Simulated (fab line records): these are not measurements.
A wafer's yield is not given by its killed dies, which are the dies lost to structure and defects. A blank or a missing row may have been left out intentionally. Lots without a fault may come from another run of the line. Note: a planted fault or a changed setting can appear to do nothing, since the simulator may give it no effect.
The tool behind it: which one? || flow rit_cmos || 14 lots, 42 wafers sampled, at 3 steps of a route of 202

## WHAT EACH GAUGE READ, for each wafer
RIT_PWELL_TW_MEAS_10.
{"lot": "L813", "measured": "day 2 00:25", "on": "film_metro-03", "PWELL_TW": "935 939 934"}
{"lot": "L814", "measured": "day 2 05:26", "on": "film_metro-04", "PWELL_TW": "956 956 958"}
{"lot": "L816", "measured": "day 2 18:37", "on": "film_metro-02", "PWELL_TW": "977 975 978"}
{"lot": "L818", "measured": "day 3 02:41", "on": "film_metro-03", "PWELL_TW": "945 941 945"}
{"lot": "L819", "measured": "day 3 09:26", "on": "film_metro-04", "PWELL_TW": "964 953 960"}
{"lot": "L821", "measured": "day 3 16:14", "on": "film_metro-02", "PWELL_TW": "1078 1083 1082"}
{"lot": "L822", "measured": "day 3 22:10", "on": "film_metro-03", "PWELL_TW": "1061 1056 1058"}
{"lot": "L823", "measured": "day 4 01:05", "on": "film_metro-02", "PWELL_TW": "974 977 973"}
{"lot": "L830", "measured": "day 5 11:47", "on": "film_metro-02", "PWELL_TW": "970 972 969"}
{"lot": "L832", "measured": "day 5 21:37", "on": "film_metro-02", "PWELL_TW": "973 968 969"}
{"lot": "L833", "measured": "day 6 03:25", "on": "film_metro-02", "PWELL_TW": "974 972 967"}
{"lot": "L834", "measured": "day 6 07:25", "on": "film_metro-04", "PWELL_TW": "960 955 957"}
{"lot": "L835", "measured": "day 6 13:40", "on": "film_metro-04", "PWELL_TW": "959 961 956"}
{"lot": "L836", "measured": "day 6 17:32", "on": "film_metro-02", "PWELL_TW": "970 965 969"}

RIT_WELLDRIVE_RS_MEAS_02: a four-point-probe measurement.
{"lot": "L813", "measured": "day 2 06:27", "on": "film_metro-02", "PWELL_RS (ohm/sq)": "429.1 428.9 428.6"}
{"lot": "L814", "measured": "day 2 12:25", "on": "film_metro-04", "PWELL_RS (ohm/sq)": "429.1 428.5 427.9"}
{"lot": "L816", "measured": "day 3 03:42", "on": "film_metro-02", "PWELL_RS (ohm/sq)": "428.0 428.7 428.1"}
{"lot": "L818", "measured": "day 3 08:49", "on": "film_metro-03", "PWELL_RS (ohm/sq)": "429.8 428.4 429.8"}
{"lot": "L819", "measured": "day 3 14:42", "on": "film_metro-03", "PWELL_RS (ohm/sq)": "429.5 430.7 429.8"}
{"lot": "L821", "measured": "day 3 21:32", "on": "film_metro-04", "PWELL_RS (ohm/sq)": "345.4 345.4 345.6"}
{"lot": "L822", "measured": "day 4 03:26", "on": "film_metro-03", "PWELL_RS (ohm/sq)": "345.0 346.2 345.4"}
{"lot": "L823", "measured": "day 4 07:01", "on": "film_metro-04", "PWELL_RS (ohm/sq)": "426.4 428.1 425.7"}
{"lot": "L830", "measured": "day 5 17:49", "on": "film_metro-02", "PWELL_RS (ohm/sq)": "428.6 427.5 427.5"}
{"lot": "L832", "measured": "day 6 03:02", "on": "film_metro-02", "PWELL_RS (ohm/sq)": "429.1 429.5 428.6"}
{"lot": "L833", "measured": "day 6 08:41", "on": "film_metro-04", "PWELL_RS (ohm/sq)": "429.1 429.2 428.3"}
{"lot": "L834", "measured": "day 6 12:41", "on": "film_metro-04", "PWELL_RS (ohm/sq)": "428.2 427.3 428.0"}
{"lot": "L835", "measured": "day 6 18:56", "on": "film_metro-04", "PWELL_RS (ohm/sq)": "430.9 430.7 429.7"}
{"lot": "L836", "measured": "day 6 22:50", "on": "film_metro-03", "PWELL_RS (ohm/sq)": "429.5 428.9 428.8"}

## TOOL THAT RAN EACH LOT (tool first, then ch and the chambers of the sampled wafers, then the start)
{"lot": "L813", "RIT_PWELL_IMPLANT_08": "implanter-04 ch 0, day 2 00:06"}
{"lot": "L814", "RIT_PWELL_IMPLANT_08": "implanter-03 ch 0, day 2 05:09"}
{"lot": "L816", "RIT_PWELL_IMPLANT_08": "implanter-03 ch 0, day 2 18:18"}
{"lot": "L818", "RIT_PWELL_IMPLANT_08": "implanter-01 ch 0, day 3 02:23"}
{"lot": "L819", "RIT_PWELL_IMPLANT_08": "implanter-03 ch 0, day 3 09:07"}
{"lot": "L821", "RIT_PWELL_IMPLANT_08": "implanter-03 ch 0, day 3 15:55"}
{"lot": "L822", "RIT_PWELL_IMPLANT_08": "implanter-03 ch 0, day 3 21:51"}
{"lot": "L823", "RIT_PWELL_IMPLANT_08": "implanter-01 ch 0, day 4 00:48"}
{"lot": "L830", "RIT_PWELL_IMPLANT_08": "implanter-01 ch 0, day 5 11:31"}
{"lot": "L832", "RIT_PWELL_IMPLANT_08": "implanter-01 ch 0, day 5 21:20"}
{"lot": "L833", "RIT_PWELL_IMPLANT_08": "implanter-04 ch 0, day 6 03:05"}
{"lot": "L834", "RIT_PWELL_IMPLANT_08": "implanter-01 ch 0, day 6 07:05"}
{"lot": "L835", "RIT_PWELL_IMPLANT_08": "implanter-04 ch 0, day 6 13:21"}
{"lot": "L836", "RIT_PWELL_IMPLANT_08": "implanter-01 ch 0, day 6 17:13"}
- RIT_PWELL_IMPLANT_08

## AS READ BY THE TOOLS THEMSELVES (means over the sampled wafers that have a number; for cases with no such wafer, the mark the record gives instead)
RIT_PWELL_IMPLANT_08.
{"lot": "L813", "tool": "implanter-04", "dose_ions_cm2": 6.998e+13, "end_station_pressure_torr (Torr)": 5.3e-06, "faraday_current_uA": 219, "tilt_deg (degrees)": 7.001}
{"lot": "L814", "tool": "implanter-03", "dose_ions_cm2": 7.007e+13, "end_station_pressure_torr (Torr)": 5.1e-06, "faraday_current_uA": 221, "tilt_deg (degrees)": 7.025}
{"lot": "L816", "tool": "implanter-03", "dose_ions_cm2": 7.001e+13, "end_station_pressure_torr (Torr)": 5.1e-06, "faraday_current_uA": 221, "tilt_deg (degrees)": 6.999}
{"lot": "L818", "tool": "implanter-01", "dose_ions_cm2": 6.998e+13, "end_station_pressure_torr (Torr)": 5.2e-06, "faraday_current_uA": 221, "tilt_deg (degrees)": 6.989}
{"lot": "L819", "tool": "implanter-03", "dose_ions_cm2": 6.991e+13, "end_station_pressure_torr (Torr)": 5.0e-06, "faraday_current_uA": 222, "tilt_deg (degrees)": 7.011}
{"lot": "L821", "tool": "implanter-03", "dose_ions_cm2": 9.939e+13, "end_station_pressure_torr (Torr)": 5.3e-06, "faraday_current_uA": 316, "tilt_deg (degrees)": 7.002}
{"lot": "L822", "tool": "implanter-03", "dose_ions_cm2": 9.938e+13, "end_station_pressure_torr (Torr)": 5.2e-06, "faraday_current_uA": 315, "tilt_deg (degrees)": 6.992}
{"lot": "L823", "tool": "implanter-01", "dose_ions_cm2": 7.011e+13, "end_station_pressure_torr (Torr)": 5.3e-06, "faraday_current_uA": 221, "tilt_deg (degrees)": 7.006}
{"lot": "L830", "tool": "implanter-01", "dose_ions_cm2": 7.004e+13, "end_station_pressure_torr (Torr)": 5.2e-06, "faraday_current_uA": 227, "tilt_deg (degrees)": 6.987}
{"lot": "L832", "tool": "implanter-01", "dose_ions_cm2": 7.003e+13, "end_station_pressure_torr (Torr)": 5.2e-06, "faraday_current_uA": 225, "tilt_deg (degrees)": 7.014}
{"lot": "L833", "tool": "implanter-04", "dose_ions_cm2": 7.008e+13, "end_station_pressure_torr (Torr)": 5.0e-06, "faraday_current_uA": 223, "tilt_deg (degrees)": 6.992}
{"lot": "L834", "tool": "implanter-01", "dose_ions_cm2": 7.007e+13, "end_station_pressure_torr (Torr)": 5.1e-06, "faraday_current_uA": 221, "tilt_deg (degrees)": 7.038}
{"lot": "L835", "tool": "implanter-04", "dose_ions_cm2": 7.001e+13, "end_station_pressure_torr (Torr)": 5.2e-06, "faraday_current_uA": 231, "tilt_deg (degrees)": 7.020}
{"lot": "L836", "tool": "implanter-01", "dose_ions_cm2": 6.999e+13, "end_station_pressure_torr (Torr)": 5.3e-06, "faraday_current_uA": 226, "tilt_deg (degrees)": 7.014}

## THE ANSWER, worked out from the rows above alone
Rule: what is usual is taken from the lots themselves. Put in order of their means at a reading, lots are off if they are a third of the lots or fewer, leave a main group of 4 or more, and stand apart from it by a gap of 3 or more times the standard deviation of the main group's means; of several such gaps the widest counts. Not used: any main group whose means are identical at the precision the tables above print for the reading. A lot without any number at a reading at which 4 lots or more have one is off too. Where the step has rows for the other lots, those lots are counted as sound. First the gauges in route order, then the tools' own readings, where a lot's mean is used as printed above. At the first step where some lot is off, the reading lying furthest off is the one used; lots without a number count as furthest.
Off: at RIT_PWELL_TW_MEAS_10 (PWELL_TW), L821, L822. The main group: mean 962, standard deviation 12.
If a tool, at a process step before that reading, ran all the lots that are off and no sound lot after the first of them, it fits. Not tried: the gauges at RIT_PWELL_TW_MEAS_10; whatever is off there is also off at RIT_PWELL_IMPLANT_08, on other tools, and gauge error can't account for it. One candidate fits, namely implanter-03 at RIT_PWELL_IMPLANT_08. Its last sound lot is L819 (day 3 09:07), its first lot that is off L821 (day 3 15:55): a fault that began between those two fits.
The tool's own readings at RIT_PWELL_IMPLANT_08 bear it out: on the lots that are off they differ by more than 5 times the standard deviation of the sound lots' means. dose_ions_cm2 reads 9.938e+13 there against 7.002e+13 on the sound lots; faraday_current_uA reads 316 there against 223 on the sound lots.

## WHAT THE SIMULATOR PUT IN
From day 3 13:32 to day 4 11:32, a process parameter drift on implanter-03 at RIT_PWELL_IMPLANT_08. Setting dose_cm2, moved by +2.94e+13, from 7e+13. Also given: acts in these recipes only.
Shown lots that were struck: L821, L822. The same result came from the rule above.
